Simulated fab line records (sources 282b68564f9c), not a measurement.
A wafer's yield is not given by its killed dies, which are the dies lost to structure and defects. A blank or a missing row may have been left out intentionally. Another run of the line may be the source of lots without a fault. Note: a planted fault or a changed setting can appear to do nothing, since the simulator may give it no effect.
Comparing a struck lot with a sound one || flow ritCmos || 29 steps out of a route of 202
Sound: the wafers L360.2, L360.3, L360.5. Wafers struck: L369.1, L369.2, L369.5. The cause is named last.
At each step with rows: each side's tool, then ch and its chambers, then its first start. Under that, the readings that differ: sound wafers || struck wafers || difference of the means || sigmas: that difference in standard deviations of wafers without a fault.
alike: same words and numbers on both sides, and readings whose means sit less than 2 such deviations apart. not compared: any withheld reading, any reading some wafer has no value for, any bound like >300 that may hide the same value, and any number with overlapping values for which the record gives no deviation.
The two part at a step that has a row with sigmas, a row that says differs or no value, or rows on one side only. Numbers that don't overlap but have no deviation are shown without sigmas and don't part them. A reading that every wafer of one side lacks parts them only if that side has two wafers or more.

RIT_SDANNEAL_RTA_03: time 5 s.
  sound on rtpAnneal-02 ch 0, day 5 11:37; struck on rtpAnneal-01 ch 0, day 7 06:47
  alike: rampUpCPerS, wafer_temp_C_max
RIT_SDANNEAL_RS_MEAS_04: measurement is done with a four-point probe.
  sound: filmMetro-03 at day 5 11:41; struck: filmMetro-02 at day 7 06:51
  alike: PSD_RS
RIT_SDANNEAL_RS_MEAS_05: measurement is done with a four-point probe.
  sound: filmMetro-03 at day 5 11:48; struck: filmMetro-02 at day 7 06:58
{"reading": "NSD_RS (ohm/sq)", "sound": "84.90 84.50 84.72", "struck": "84.01 83.88 84.02", "difference": -0.74, "sigmas": -3}
RIT_SDANNEAL_RS_MEAS_06: measurement is done with a four-point probe.
  sound: filmMetro-03 at day 5 11:55; struck: filmMetro-02 at day 7 07:05
{"reading": "PLDD_RS (ohm/sq)", "sound": "177.2 176.9 177.8", "struck": "176.2 176.2 176.6", "difference": -1.0, "sigmas": -2}
RIT_SDANNEAL_RS_MEAS_07: measurement is done with a four-point probe.
  sound: filmMetro-03 at day 5 12:02; struck: filmMetro-02 at day 7 07:13
{"reading": "NLDD_RS (ohm/sq)", "sound": "151.8 151.4 151.0", "struck": "152.7 152.8 152.6", "difference": "+1.3", "sigmas": "+2"}
then, 1 step without rows for these wafers: RIT_SILICIDE_WET_ETCH_00 (etches SiO2 in BOE, target depth 14 nm, time 15 s).
RIT_SILICIDE_SPUTTER_01: material Ti, target thk 30 nm, time 240 s.
  sound: pvdSputter-02 at day 5 12:09; struck: pvdSputter-04 at day 7 07:20
  alike: throttleValvePct
RIT_SILICIDE_RS_MEAS_02: measurement is done with a four-point probe.
  sound: filmMetro-01 at day 5 12:19; struck: filmMetro-01 at day 7 07:29
{"reading": "SILICIDE_TI_RS (ohm/sq)", "sound": "46.5 46.3 46.5", "struck": "45.4 45.1 44.7", "difference": -1.4, "sigmas": -2}
RIT_SILICIDE_THK_MEAS_03: measures by xrf.
  sound: filmMetro-01 at day 5 12:26; struck: filmMetro-01 at day 7 07:37
{"reading": "SILICIDE_TI_THK (nm)", "sound": "30.5 30.6 30.8", "struck": "31.3 31.3 31.6", "difference": "+0.8", "sigmas": "+2"}
RIT_SILICIDE_RTA_04: time 10 s, ramp up 5 s, ramp down 5 s.
  sound on rtpAnneal-01 ch 0, day 5 12:30; struck on rtpAnneal-02 ch 0, day 7 07:40
{"reading": "wafer_temp_C_max", "sound": "654.7 654.6 654.6", "struck": "652.4 652.8 652.0", "difference": -2.2, "sigmas": -2}
then, 1 step without rows for these wafers: RIT_SILICIDE_WET_ETCH_05 (etches Ti in SPM, time 120 s).
RIT_SILICIDE_RTA_06: time 10 s, ramp up 5 s, ramp down 10 s.
  sound on rtpAnneal-02 ch 0, day 5 12:36; struck on rtpAnneal-01 ch 0, day 7 07:47
  alike: wafer_temp_C_max
RIT_CONTACT_CVD_00: deposits SiO2 from TEOS, target thk 400 nm, time 58.18 s.
  sound on pecvd-03 ch 0,1,2, day 5 12:40; struck on pecvd-03 ch 0,1, day 7 08:04
  alike: heaterPowerW
RIT_CONTACT_THK_MEAS_01:
  sound: filmMetro-04 at day 5 12:43; struck: filmMetro-04 at day 7 08:07
{"reading": "CONTACT_TEOS_THK (nm)", "sound": "371 377 389", "struck": "759 760 773", "difference": "+385", "sigmas": "+74"}
then, 6 steps without rows for these wafers: RIT_CONTACT_HMDS_02 (prime time 60 s); RIT_CONTACT_COAT_03 (resist thk 1000 nm); RIT_CONTACT_SOFTBAKE_04 (time 60 s); RIT_CONTACT_EXPOSE_05 (exposes mask M11, target cd 1000 nm); RIT_CONTACT_PEB_06; RIT_CONTACT_DEVELOP_07 (develop time 120 s).
RIT_CONTACT_CD_MEAS_08: the cd target is 1000 nm.
  sound: cdSem-01 at day 5 13:49; struck: cdSem-02 at day 7 09:45
  alike: cdNm
RIT_CONTACT_OVL_MEAS_09:
  sound: overlay-01 at day 5 13:55; struck: overlay-02 at day 7 09:52
{"reading": "CONTACT_OVL (nm)", "sound": "1.3 1.8 2.4", "struck": "-5.0 -2.4 -2.8", "difference": -5.2, "sigmas": -3}
then, 1 step without rows for these wafers: RIT_CONTACT_HARDBAKE_10 (time 60 s).
RIT_CONTACT_ETCH_11: etches SiO2 in CHF3/CF4/Ar, stops on TiSi2, target depth 480 nm, time 320 s.
  sound on rieDiel-02 ch 0,2,3, day 5 14:06; struck on rieDiel-02 ch 1,2,3, day 7 10:04
{"reading": "model.etch.depthNm (nm)", "sound": "370.8 376.7 389.2", "struck": "473.1 469.6 473.2", "difference": "+93.1", "sigmas": ""}
{"reading": "model.CONTACT.featureDepthNm (nm)", "sound": "370.8 376.7 389.2", "struck": "473.1 469.6 473.2", "difference": "+93.1", "sigmas": ""}
  alike: cf4FlowSccm, drypumpMotorCurrentA, mfcArSccm, oesProductAu, throttleValvePct
  not compared: rfHoursCounterH
RIT_CONTACT_STRIP_12: strips in O2, time 180 s.
  sound on plasmaAsher-04 ch 0,1, day 5 14:18; struck on plasmaAsher-04 ch 0,1, day 7 10:15
  alike: drypumpMotorCurrentA
  not compared: rfHoursCounterH
RIT_CONTACT_CD_MEAS_90: the cd target is 1000 nm.
  sound: cdSem-02 at day 5 14:29; struck: cdSem-02 at day 7 10:26
  alike: cdNm
RIT_CONTACT_CLEAN_13: cleans in SC1, time 600 s.
  sound on wetBench-02 ch 1, day 5 14:35; struck on wetBench-04 ch 1, day 7 10:33
{"reading": "model.SiO2_of_CONTACT_CVD_00.thkNm (nm)", "sound": "366.7 372.6 385.1", "struck": "754.5 755.4 768.7", "difference": "+384.7", "sigmas": ""}
then, 1 step without rows for these wafers: RIT_CONTACT_CLEAN_14 (cleans in SC2, time 600 s).
RIT_M1_PROBE_99:
  the record has rows for the struck wafers here (prober-02, day 7 16:14) and none for the sound ones

== WHERE THEY PART ==
At RIT_SDANNEAL_RS_MEAS_05 first; at RIT_M1_PROBE_99 last (within this record only).

WHY: what had been put in by the simulator
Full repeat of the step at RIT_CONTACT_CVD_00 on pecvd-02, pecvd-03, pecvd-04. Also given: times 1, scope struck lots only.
